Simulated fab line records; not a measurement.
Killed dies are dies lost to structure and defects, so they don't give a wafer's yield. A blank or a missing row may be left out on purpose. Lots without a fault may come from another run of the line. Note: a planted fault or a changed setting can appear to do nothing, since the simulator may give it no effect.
2 desks looking at one fault || flow berkeley-cmos170 || each desk has only its own numbers; what lay behind them comes last

## AT THE METROLOGY DESK
What the gauges read, lot by lot, whatever tool the lot ran on: means of the sampled wafers that have a number. A lot is out of limits, marked OUT, if its mean lies more than 4 standard deviations from the usual mean; the brackets give that distance.
Columns: A = FIELD_OXIDE_LEFT_2_THK at UCB170_FIELD_THK_MEAS_91, usual 347 nm; B = NLDD_OVL at UCB170_NLDD_OVL_MEAS_07, usual -2 nm; C = PSD_TW at UCB170_PSD_TW_MEAS_10, usual 2328; D = PSD_RS at UCB170_SDANNEAL_RS_MEAS_02, usual 75.5 ohm/sq; E = NSD_RS at UCB170_SDANNEAL_RS_MEAS_03, usual 37.25 ohm/sq
{"lot": "L471", "first seen here": "day 6 01:20", "A": 341, "B": -5, "C": 2357, "D": 75.8, "E": 37.27}
{"lot": "L474", "first seen here": "day 7 02:49", "A": 362, "B": -7, "C": 2342, "D": 75.6, "E": 37.27}
{"lot": "L475", "first seen here": "day 7 03:10", "A": 356, "B": 1, "C": 2300, "D": 74.8, "E": 37.18}
{"lot": "L476", "first seen here": "day 7 14:59", "A": 357, "B": 1, "C": "1904 (-16) OUT", "D": "113.2 (+99 or more) OUT", "E": 37.27}
{"lot": "L478", "first seen here": "day 7 15:01", "A": 354, "B": 3, "C": 2328, "D": 75.4, "E": 37.22}
{"lot": "L481", "first seen here": "day 7 21:19", "A": 354, "B": -5, "C": 2351, "D": 75.2, "E": 37.40}
{"lot": "L479", "first seen here": "day 7 21:41", "A": 344, "B": 0, "C": "1930 (-15) OUT", "D": "113.6 (+99 or more) OUT", "E": 37.29}
{"lot": "L485", "first seen here": "day 9 12:17", "A": 356, "B": -3, "C": 2352, "D": 75.7, "E": 37.12}
{"lot": "L486", "first seen here": "day 10 01:08", "A": 336, "B": -5, "C": 2348, "D": 75.3, "E": 37.14}
{"lot": "L488", "first seen here": "day 10 01:29", "A": 344, "B": -2, "C": 2300, "D": 75.5, "E": 37.24}
{"lot": "L490", "first seen here": "day 11 02:51", "A": 336, "B": -10, "C": 2330, "D": 75.2, "E": 37.34}
{"lot": "L491", "first seen here": "day 11 08:32", "A": 337, "B": -7, "C": 2355, "D": 75.4, "E": 37.32}
{"lot": "L493", "first seen here": "day 11 15:00", "A": 330, "B": 7, "C": 2355, "D": 75.6, "E": 37.16}
{"lot": "L492", "first seen here": "day 11 15:17", "A": 332, "B": -1, "C": 2352, "D": 75.3, "E": 37.25}
This desk reports L476, L479 out of limits; the earliest was L476 at day 8 17:02 (PSD_TW at UCB170_PSD_TW_MEAS_10). Within limits: L471, L474, L475, L478, L481, L485, L486, L488, L490, L491, L493, L492.

## FOR THE TOOL OWNER'S DESK: implanter-02
The tool's own readings at UCB170_PSD_IMPLANT_08, given as means over the sampled wafers that have a number, one for each lot that went through this tool. A lot is out of limits, marked OUT, if its mean lies more than 4 standard deviations from the usual mean; the brackets give that distance.
Columns: A = dose-ions-cm2 at UCB170_PSD_IMPLANT_08, usual 3e+15; B = end-station-pressure-torr at UCB170_PSD_IMPLANT_08, usual 1.25e-05 Torr; C = faraday-current-uA at UCB170_PSD_IMPLANT_08, usual 9252
{"lot": "L471", "first seen here": "day 7 08:43", "A": 3e+15, "B": 1.29e-05, "C": 9140}
{"lot": "L474", "first seen here": "day 8 11:37", "A": 3e+15, "B": 1.24e-05, "C": 9142}
{"lot": "L476", "first seen here": "day 8 16:47", "A": "2e+15 (-99 or more) OUT", "B": "9.07e-06 (-5.4) OUT", "C": "5189 (-21) OUT"}
{"lot": "L479", "first seen here": "day 9 08:31", "A": "2e+15 (-99 or more) OUT", "B": "8.87e-06 (-5.7) OUT", "C": "5112 (-22) OUT"}
{"lot": "L490", "first seen here": "day 12 01:43", "A": 3e+15, "B": 1.20e-05, "C": 9311}
{"lot": "L493", "first seen here": "day 12 21:44", "A": 3e+15, "B": 1.21e-05, "C": 9117}
This desk's verdict: out of limits on L476, L479, starting with L476 at day 8 16:47 (dose-ions-cm2 at UCB170_PSD_IMPLANT_08). Within limits: L471, L474, L490, L493.

## ALL TOGETHER
At day 8 16:47, on L476, L479, the tool owner's desk was in a position to raise an alarm.
Metrology desk: alarm possible at day 8 17:02 on L476, L479.
On implanter-02, each named lot ran UCB170_PSD_IMPLANT_08.

## WHAT WAS PUT IN BY THE SIMULATOR
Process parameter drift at UCB170_PSD_IMPLANT_08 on implanter-02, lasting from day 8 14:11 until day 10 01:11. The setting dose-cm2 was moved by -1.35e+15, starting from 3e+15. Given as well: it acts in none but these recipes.
Shown lots that were struck: L476, L479.
Time in hours from fault onset to the first out-of-limits reading at each desk: tool owner's desk 3, metrology desk 3.
